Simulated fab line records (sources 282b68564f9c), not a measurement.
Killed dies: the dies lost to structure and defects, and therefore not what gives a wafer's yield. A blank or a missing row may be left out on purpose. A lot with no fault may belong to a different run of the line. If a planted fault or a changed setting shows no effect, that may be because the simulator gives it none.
fab line records    flow ritCmos
record: lots: 14  wafers: 42  lastDay: 7
route steps=202 shown M1@184
lots that met no fault: taken from a fault-free run of the same line
startH: hours from the record's opening day to when the first of the lot's shown wafers began    waitH: hours from the lot's prior step to this one    " same as the row above    L1.1+2: one row covering several wafers at once    - either no value or no given start    * or withheld: withheld    < > ~ a bound
route shown NAME@n: a module of which the file shows steps, and the number in the route of the first    usual: mean/standard deviation taken from wafers without a fault    same: alike in all rows    chamber/n: place in a boat    sites: the reading at each site    _std_site: standard deviation across them    _edge_site: the outer-site mean with the inner-site mean subtracted    radiusMm: for every site, how far away it sits from the centre of the wafer    mask NAME#n: copy n    behind: the last tool/chamber to shape the wafer    hold: why the lot went on hold/how many hours it stayed there/how the hold came to an end    device: transistor that didn't switch, given as n, p or np    end of line: the route-end tests of the same wafers    a step with no rows: only its recipe    killed: not the wafer's yield, but the dies lost to structure and defects at the first sort    map: the dies of a wafer, with x for killed, . for not killed, _ for no die there
set.NAME: the setting that was run; set.NAME@STEP: the one run at that earlier step    model.NAME: the simulator's own value behind a step, which no gauge read
route steps across a sampled set of lots; one table per step, one row per wafer
services: from which hour (startH, from the record's first day; less than 0 if before it) a tool's chamber was out of use, for how many hours, and why
== steps ==
step: RIT_M1_SPUTTER_00
recipe: material: Al  targetThkNm: 400  powerW: 2000  chamberPressurePa: 0.4  gas: Ar  timeS: 500  substrateTempC: 25
usual: chamberPressurePa: 0.4000/0.00085  throttleValvePct: 29.6/1.2
lot.wafer  tool           chamber  startH  waitH  chamberPressurePa  throttleValvePct
L614.1     pvdSputter-02  -        57.09   0.0    0.4022             30.1
L614.2     "              -        "       "      0.3993             30.1
L614.4     "              -        "       "      0.4019             30.0
L616.1     pvdSputter-02  -        65.45   0.0    0.4004             29.6
L616.4     "              -        "       "      0.3994             29.6
L616.6     "              -        "       "      0.4004             29.8
L617.1     pvdSputter-02  -        73.11   0.0    0.3990             30.5
L617.4     "              -        "       "      0.3992             29.6
L617.6     "              -        "       "      0.3992             29.4
L619.2     pvdSputter-01  -        84.99   0.0    0.4002             30.0
L619.3     "              -        "       "      0.4011             30.3
L619.6     "              -        "       "      0.3993             30.0
L620.1     pvdSputter-03  -        86.75   0.0    0.4014             28.7
L620.3     "              -        "       "      0.4001             27.7
L620.6     "              -        "       "      0.4003             30.1
L621.1     pvdSputter-01  -        95.19   0.0    0.4015             31.5
L621.4     "              -        "       "      0.3994             27.6
L621.6     "              -        "       "      0.3987             27.7
L624.1     pvdSputter-03  -        109.55  0.0    0.3999             27.8
L624.2     "              -        "       "      0.3991             30.1
L624.3     "              -        "       "      0.4000             30.0
L626.2     pvdSputter-01  -        117.00  0.0    0.4009             31.4
L626.5     "              -        "       "      0.3992             31.6
L626.6     "              -        "       "      0.4003             30.2
L625.3     pvdSputter-03  -        118.32  0.0    0.3993             27.8
L625.4     "              -        "       "      0.4007             29.6
L625.5     "              -        "       "      0.4000             27.8
L628.2     pvdSputter-02  -        131.16  0.0    0.3999             30.6
L628.3     "              -        "       "      0.4006             30.3
L628.4     "              -        "       "      0.3991             29.8
L629.1     pvdSputter-01  -        133.53  0.0    0.4006             30.1
L629.4     "              -        "       "      0.3746             28.6
L629.5     "              -        "       "      0.4002             29.9
L633.1     pvdSputter-01  -        153.44  0.0    0.3749             28.6
L633.2     "              -        "       "      0.4017             30.1
L633.3     "              -        "       "      0.4008             29.8
L634.1     pvdSputter-03  -        158.54  0.0    0.3986             29.2
L634.3     "              -        "       "      0.4014             30.4
L634.5     "              -        "       "      0.4002             28.6
L636.1     pvdSputter-03  -        165.67  0.0    0.4009             29.8
L636.5     "              -        "       "      0.4012             30.1
L636.6     "              -        "       "      0.3997             29.5
step: RIT_M1_PROBE_99
usual: defectLimitedYield: 97.3/1.3  killed_at_M0_to_M3: 0.0/0.083  killedAtContacts: 0.0/0.18  killedAtFrontEnd: 7/3.4  killedDies: 7/3.4  killedOpen: 3.4/2  killedShort: 3.6/2.1  sort_bin_3_pad_short: 0.2/0.3  sort_bin_5_function: 1.5/0.83  sort_bin_6_memory: 1.0/0.7  sortNPass: 257/3.4  sortYieldPct: 97.3/1.3
same: grossDies: 264  killed_at_M4_up: 0  killedAtBackSide: 0  killedAtOther: 0
lot.wafer  tool       chamber  startH  waitH  defectLimitedYield[%]  killed_at_M0_to_M3  killedAtContacts  killedAtFrontEnd  killedDies  killedOpen  killedShort  sort_bin_3_pad_short[%]  sort_bin_5_function[%]  sort_bin_6_memory[%]  sortNPass  sortYieldPct[%]
L617.1     prober-01  -        77.47   0.1    98.1                   0                   0                 5                 5           2           3            0.4                      0.4                     1.1                   259        98.1
L617.4     prober-01  -        77.62   0.2    96.2                   0                   0                 10                10          8           2            0                        1.1                     2.7                   254        96.2
L617.6     prober-01  -        77.72   0.2    97.7                   0                   0                 6                 6           3           3            0                        1.9                     0.4                   258        97.7
L628.2     prober-01  -        135.43  0.1    97.3                   0                   0                 7                 7           4           3            0.8                      1.1                     0.8                   257        97.3
L628.3     prober-01  -        135.48  0.2    95.5                   0                   0                 12                12          9           3            0                        1.5                     3.0                   252        95.5
L628.4     prober-01  -        135.53  0.2    97.0                   0                   0                 8                 8           5           3            0.4                      1.5                     1.1                   256        97.0
L629.1     prober-02  -        137.69  0.1    97.3                   0                   0                 7                 7           3           4            0                        0.4                     2.3                   257        97.3
L629.4     prober-02  -        137.84  0.2    97.3                   0                   0                 7                 7           3           4            0                        0.8                     1.9                   257        97.3
L629.5     prober-02  -        137.89  0.2    95.8                   0                   0                 11                11          7           4            0                        3.0                     1.1                   253        95.8
L634.1     prober-02  -        162.57  0.1    96.2                   0                   0                 10                10          6           4            0                        1.5                     2.3                   254        96.2
L634.3     prober-02  -        162.67  0.2    99.2                   0                   0                 2                 2           0           2            0                        0                       0.8                   262        99.2
L634.5     prober-02  -        162.77  0.2    99.2                   0                   0                 2                 2           1           1            0                        0.8                     0                     262        99.2
L636.1     prober-02  -        169.99  0.1    97.3                   0                   0                 7                 7           5           2            0                        0.8                     1.9                   257        97.3
L636.5     prober-02  -        170.19  0.2    95.5                   0                   0                 12                12          3           9            0.8                      2.3                     1.5                   252        95.5
L636.6     prober-02  -        170.24  0.2    97.3                   0                   0                 7                 7           4           3            0                        1.5                     1.1                   257        97.3
killed by level:class
L617.1 SILICIDE:geometricParticle:open=2 FOX1:geometricParticle:short=1 GATE:geometricParticle:short=1 SILICIDE:geometricParticle:short=1
L617.4 GATE:geometricParticle:open=3 REOX:geometricParticle:open=2 SPACER:geometricParticle:open=2 GATE:geometricParticle:short=1 SILICIDE:geometricParticle:open=1 SILICIDE:geometricParticle:short=1
L617.6 FOX1:geometricParticle:open=2 ACTIVE:geometricParticle:short=1 GATE:geometricParticle:open=1 REOX:geometricParticle:short=1 SILICIDE:geometricParticle:short=1
L628.2 FOX1:geometricParticle:open=2 FOX2:geometricParticle:open=1 FOX2:geometricParticle:short=1 GATE:geometricParticle:open=1 REOX:geometricParticle:short=1 SILICIDE:geometricParticle:short=1
L628.3 SPACER:geometricParticle:open=4 FOX1:geometricParticle:open=2 FOX1:geometricParticle:short=2 GATE:geometricParticle:open=2 FOX2:geometricParticle:open=1 REOX:geometricParticle:short=1
L628.4 REOX:geometricParticle:open=3 REOX:geometricParticle:short=2 FOX2:geometricParticle:short=1 SPACER:geometricParticle:open=1 SILICIDE:geometricParticle:open=1
L629.1 GATE:geometricParticle:short=3 GATE:geometricParticle:open=2 REOX:geometricParticle:open=1 SPACER:geometricParticle:short=1
L629.4 FOX1:geometricParticle:open=2 FOX1:geometricParticle:short=1 FOX2:geometricParticle:short=1 REOX:geometricParticle:short=1 SPACER:geometricParticle:short=1 SILICIDE:geometricParticle:open=1
L629.5 GATE:geometricParticle:open=5 GATE:geometricParticle:short=3 FOX1:geometricParticle:open=1 SPACER:geometricParticle:short=1 SPACER:geometricParticle:open=1
L634.1 GATE:geometricParticle:open=2 SPACER:geometricParticle:open=2 FOX1:geometricParticle:short=1 FOX2:geometricParticle:open=1 GATE:geometricParticle:short=1 REOX:geometricParticle:short=1 SILICIDE:geometricParticle:short=1 SILICIDE:geometricParticle:open=1
L634.3 FOX2:geometricParticle:short=1 SPACER:geometricParticle:short=1
L634.5 REOX:geometricParticle:short=1 SILICIDE:geometricParticle:open=1
L636.1 GATE:geometricParticle:open=2 FOX1:geometricParticle:open=1 FOX2:geometricParticle:open=1 GATE:geometricParticle:short=1 SPACER:geometricParticle:short=1 SPACER:geometricParticle:open=1
L636.5 GATE:geometricParticle:short=3 SPACER:geometricParticle:short=3 FOX2:geometricParticle:short=2 GATE:geometricParticle:open=2 SPACER:geometricParticle:open=1 SILICIDE:geometricParticle:short=1
L636.6 GATE:geometricParticle:open=3 FOX1:geometricParticle:short=1 FOX2:geometricParticle:short=1 REOX:geometricParticle:short=1 SPACER:geometricParticle:open=1
== services ==
tool           chamber  startH  hours  kind
pvdSputter-02  -        49.62   2.4    repair
pvdSputter-01  -        73.08   10.8   repair
pvdSputter-01  -        77.26   5.2    repair
pvdSputter-01  -        98.21   4.1    repair
pvdSputter-03  -        102.54  0.7    repair
pvdSputter-03  -        140.36  4.1    repair
pvdSputter-02  -        161.88  1.1    repair
== key ==
firstSign: step: RIT_M1_SPUTTER_00  reading: chamberPressurePa  direction: down  sigmas: 30  usual: 0.4000  struck: 0.3748
effect none on later readings
metAt RIT_M1_SPUTTER_00
struckLots L629,L633
struckWafers L629.4,L633.1
onsetBetween 95.19 133.53
fault: kind: processParameterDrift  tool: pvdSputter-01  chamber: -  onsetH: 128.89  steps: RIT_M1_SPUTTER_00  channel: chamberPressurePa  offset: -0.025366  shape: step  stated: 0.4  scope: struckWafersOnly
